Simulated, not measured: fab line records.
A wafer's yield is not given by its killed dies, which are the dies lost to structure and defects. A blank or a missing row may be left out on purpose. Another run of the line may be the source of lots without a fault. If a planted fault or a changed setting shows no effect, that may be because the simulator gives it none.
What tool caused it? + flow rit-cmos + 13 lots, 39 wafers sampled, at 7 steps of a route of 202

== WHAT THE GAUGES READ, wafer by wafer ==
RIT_FOX1_THK_MEAS_01.
| lot  | measured    | on            | FOX1_OXIDE_THK (nm) |
|------|-------------|---------------|---------------------|
| L507 | day 2 12:50 | film-metro-04 | 345 351 349         |
| L509 | day 2 22:33 | film-metro-03 | 359 351 367         |
| L510 | day 2 23:52 | film-metro-03 | 359 357 358         |
| L511 | day 3 05:02 | film-metro-04 | 356 359 359         |
| L512 | day 3 08:58 | film-metro-03 | 355 356 349         |
| L513 | day 3 13:54 | film-metro-03 | 352 353 354         |
| L516 | day 4 05:28 | film-metro-03 | 343 346 349         |
| L517 | day 4 10:20 | film-metro-04 | 361 361 361         |
| L519 | day 4 21:08 | film-metro-02 | 355 355 353         |
| L520 | day 5 01:11 | film-metro-03 | 349 343 339         |
| L521 | day 5 06:52 | film-metro-03 | 351 354 357         |
| L524 | day 5 21:27 | film-metro-04 | 348 347 347         |
| L527 | day 6 13:22 | film-metro-02 | 345 341 341         |

RIT_NWELL_OVL_MEAS_06.
| lot  | measured    | on         | NWELL_OVL (nm) |
|------|-------------|------------|----------------|
| L507 | day 2 16:08 | overlay-01 | 2.3 1.1 2.0    |
| L509 | day 3 03:23 | overlay-01 | 0.2 -1.6 -1.3  |
| L510 | day 3 03:39 | overlay-02 | -1.1 -2.5 -2.2 |
| L511 | day 3 08:29 | overlay-02 | 0.0 0.8 0.5    |
| L512 | day 3 12:20 | overlay-02 | -1.9 -0.6 0.2  |
| L513 | day 3 17:23 | overlay-02 | 0.5 0.4 1.2    |
| L516 | day 4 09:37 | overlay-02 | 2.8 1.3 0.3    |
| L517 | day 4 13:54 | overlay-01 | 1.1 0.0 -1.0   |
| L519 | day 5 00:35 | overlay-01 | - - -          |
| L520 | day 5 04:44 | overlay-02 | -2.1 -4.1 -2.2 |
| L521 | day 5 10:49 | overlay-02 | 0.7 2.1 2.0    |
| L524 | day 6 02:38 | overlay-02 | 0.8 0.5 1.0    |
| L527 | day 6 17:34 | overlay-01 | 3.1 2.9 1.1    |

RIT_NWELL_TW_MEAS_10.
| lot  | measured    | on            | NWELL_TW       |
|------|-------------|---------------|----------------|
| L507 | day 2 16:46 | film-metro-01 | 2161 2144 2155 |
| L509 | day 3 04:01 | film-metro-03 | 2133 2145 2138 |
| L510 | day 3 04:16 | film-metro-04 | 2156 2156 2152 |
| L511 | day 3 09:07 | film-metro-01 | 2146 2143 2142 |
| L512 | day 3 12:56 | film-metro-03 | 2132 2124 2132 |
| L513 | day 3 18:00 | film-metro-03 | 2133 2131 2143 |
| L516 | day 4 10:21 | film-metro-03 | 2145 2143 2144 |
| L517 | day 4 14:41 | film-metro-03 | 2148 2141 2151 |
| L519 | day 5 01:13 | film-metro-04 | 30 30 30       |
| L520 | day 5 05:20 | film-metro-04 | 2158 2168 2178 |
| L521 | day 5 11:25 | film-metro-03 | 2146 2156 2144 |
| L524 | day 6 03:15 | film-metro-01 | 2131 2128 2133 |
| L527 | day 6 18:10 | film-metro-01 | 2133 2127 2139 |

RIT_PWELL_TW_MEAS_10.
| lot  | measured    | on            | PWELL_TW       |
|------|-------------|---------------|----------------|
| L507 | day 2 18:19 | film-metro-03 | 949 948 949    |
| L509 | day 3 05:41 | film-metro-03 | 943 944 947    |
| L510 | day 3 05:56 | film-metro-04 | 963 957 961    |
| L511 | day 3 10:47 | film-metro-03 | 943 942 941    |
| L512 | day 3 14:40 | film-metro-04 | 963 957 962    |
| L513 | day 3 19:40 | film-metro-01 | 958 958 955    |
| L516 | day 4 12:02 | film-metro-01 | 951 946 949    |
| L517 | day 4 16:26 | film-metro-03 | 952 957 954    |
| L519 | day 5 02:53 | film-metro-04 | 2217 2214 2216 |
| L520 | day 5 06:56 | film-metro-01 | 947 954 951    |
| L521 | day 5 12:58 | film-metro-03 | 956 957 952    |
| L524 | day 6 04:55 | film-metro-03 | 952 954 950    |
| L527 | day 6 19:51 | film-metro-01 | 950 947 948    |

RIT_NRETRO_OVL_MEAS_06.
| lot  | measured    | on         | NRETRO_OVL (nm) |
|------|-------------|------------|-----------------|
| L507 | day 3 00:42 | overlay-01 | 0.7 0.0 0.5     |
| L509 | day 3 12:02 | overlay-01 | -0.9 2.4 -0.5   |
| L510 | day 3 12:17 | overlay-01 | 0.3 -0.5 -1.0   |
| L511 | day 3 17:25 | overlay-01 | -0.8 -0.3 0.5   |
| L512 | day 3 21:39 | overlay-02 | 0.3 0.8 0.8     |
| L513 | day 4 01:56 | overlay-01 | -0.2 0.5 -1.3   |
| L516 | day 4 19:41 | overlay-02 | 0.7 -0.1 -0.3   |
| L517 | day 4 23:10 | overlay-01 | -0.7 1.3 -0.3   |
| L519 | day 5 09:50 | overlay-02 | 0.8 -0.6 1.8    |
| L520 | day 5 13:11 | overlay-01 | 1.6 1.6 0.0     |
| L521 | day 5 19:22 | overlay-02 | 1.1 1.1 2.6     |
| L524 | day 6 11:11 | overlay-02 | 0.1 -0.7 0.2    |
| L527 | day 7 02:08 | overlay-02 | 2.1 2.0 1.1     |

== EACH LOT AND THE TOOL THAT RAN IT (in order: tool; ch and the chambers of the sampled wafers; start) ==
| lot  | RIT_NWELL_EXPOSE_03                | RIT_PWELL_STRIP_09                  |
|------|------------------------------------|-------------------------------------|
| L507 | iline-stepper-01 ch 0, day 2 15:44 | plasma-asher-04 ch 0,1, day 2 18:10 |
| L509 | iline-stepper-02 ch 0, day 3 02:58 | plasma-asher-04 ch 0,1, day 3 05:30 |
| L510 | iline-stepper-01 ch 0, day 3 03:14 | plasma-asher-02 ch 1, day 3 05:45   |
| L511 | iline-stepper-01 ch 0, day 3 08:05 | plasma-asher-04 ch 0,1, day 3 10:39 |
| L512 | iline-stepper-01 ch 0, day 3 11:55 | plasma-asher-02 ch 0,1, day 3 14:29 |
| L513 | iline-stepper-02 ch 0, day 3 16:58 | plasma-asher-04 ch 0,1, day 3 19:30 |
| L516 | iline-stepper-02 ch 0, day 4 09:12 | plasma-asher-02 ch 0,1, day 4 11:51 |
| L517 | iline-stepper-01 ch 0, day 4 13:29 | plasma-asher-02 ch 0, day 4 16:14   |
| L519 | iline-stepper-01 ch 0, day 5 00:11 | plasma-asher-04 ch 0,1, day 5 02:45 |
| L520 | iline-stepper-02 ch 0, day 5 04:19 | plasma-asher-02 ch 0,1, day 5 06:45 |
| L521 | iline-stepper-01 ch 0, day 5 10:23 | plasma-asher-01 ch 0,1, day 5 12:48 |
| L524 | iline-stepper-01 ch 0, day 6 02:13 | plasma-asher-01 ch 0,1, day 6 04:45 |
| L527 | iline-stepper-01 ch 0, day 6 17:08 | plasma-asher-04 ch 0,1, day 6 19:40 |
- RIT_NWELL_EXPOSE_03: exposes mask M2, target cd 43900 nm.
- RIT_PWELL_STRIP_09: strips in O2, time 180 s.

== AS READ BY THE TOOLS THEMSELVES (means over the sampled wafers that have a number; for cases with no such wafer, the mark the record gives instead) ==
RIT_PWELL_STRIP_09.
| lot  | tool            | drypump-motor-current-A (A) |
|------|-----------------|-----------------------------|
| L507 | plasma-asher-04 | 5.8                         |
| L509 | plasma-asher-04 | 5.8                         |
| L510 | plasma-asher-02 | 6.4                         |
| L511 | plasma-asher-04 | 5.6                         |
| L512 | plasma-asher-02 | 6.2                         |
| L513 | plasma-asher-04 | 5.8                         |
| L516 | plasma-asher-02 | 6.2                         |
| L517 | plasma-asher-02 | 6.1                         |
| L519 | plasma-asher-04 | 5.6                         |
| L520 | plasma-asher-02 | 6.2                         |
| L521 | plasma-asher-01 | 6.1                         |
| L524 | plasma-asher-01 | 5.6                         |
| L527 | plasma-asher-04 | 5.9                         |

== THE ANSWER, worked out from the rows above alone ==
Rule: usual is defined by the lots themselves. Put in order of their means at a reading, lots are off if they are a third of the lots or fewer, leave a main group of 4 or more, and stand apart from it by a gap of 3 or more times the standard deviation of the main group's means; of several such gaps the widest counts. The tables above print the reading to a certain number of digits; a main group whose means all agree to those digits is not used. A lot without any number at a reading at which 4 lots or more have one is off too. All remaining lots with rows at the step are treated as sound. The gauges are gone through in route order, then the tools' own readings, and for those a lot's mean is taken as printed above. The first step at which some lot is off is used, and at that step the reading that is off furthest; a lot without a number counts as furthest.
Off: L519, seen at RIT_NWELL_OVL_MEAS_06 (NWELL_OVL). Without a number there: L519. The main group: mean 0.2 nm, standard deviation 1.5.
If a tool, at a process step before that reading, ran all the lots that are off and no sound lot after the first of them, it fits. Not tried: the gauges at RIT_NWELL_OVL_MEAS_06; whatever is off there is also off at RIT_NWELL_TW_MEAS_10, on other tools, and gauge error can't account for it. None of those tried fits.

== WHAT HAD BEEN PUT IN BY THE SIMULATOR ==
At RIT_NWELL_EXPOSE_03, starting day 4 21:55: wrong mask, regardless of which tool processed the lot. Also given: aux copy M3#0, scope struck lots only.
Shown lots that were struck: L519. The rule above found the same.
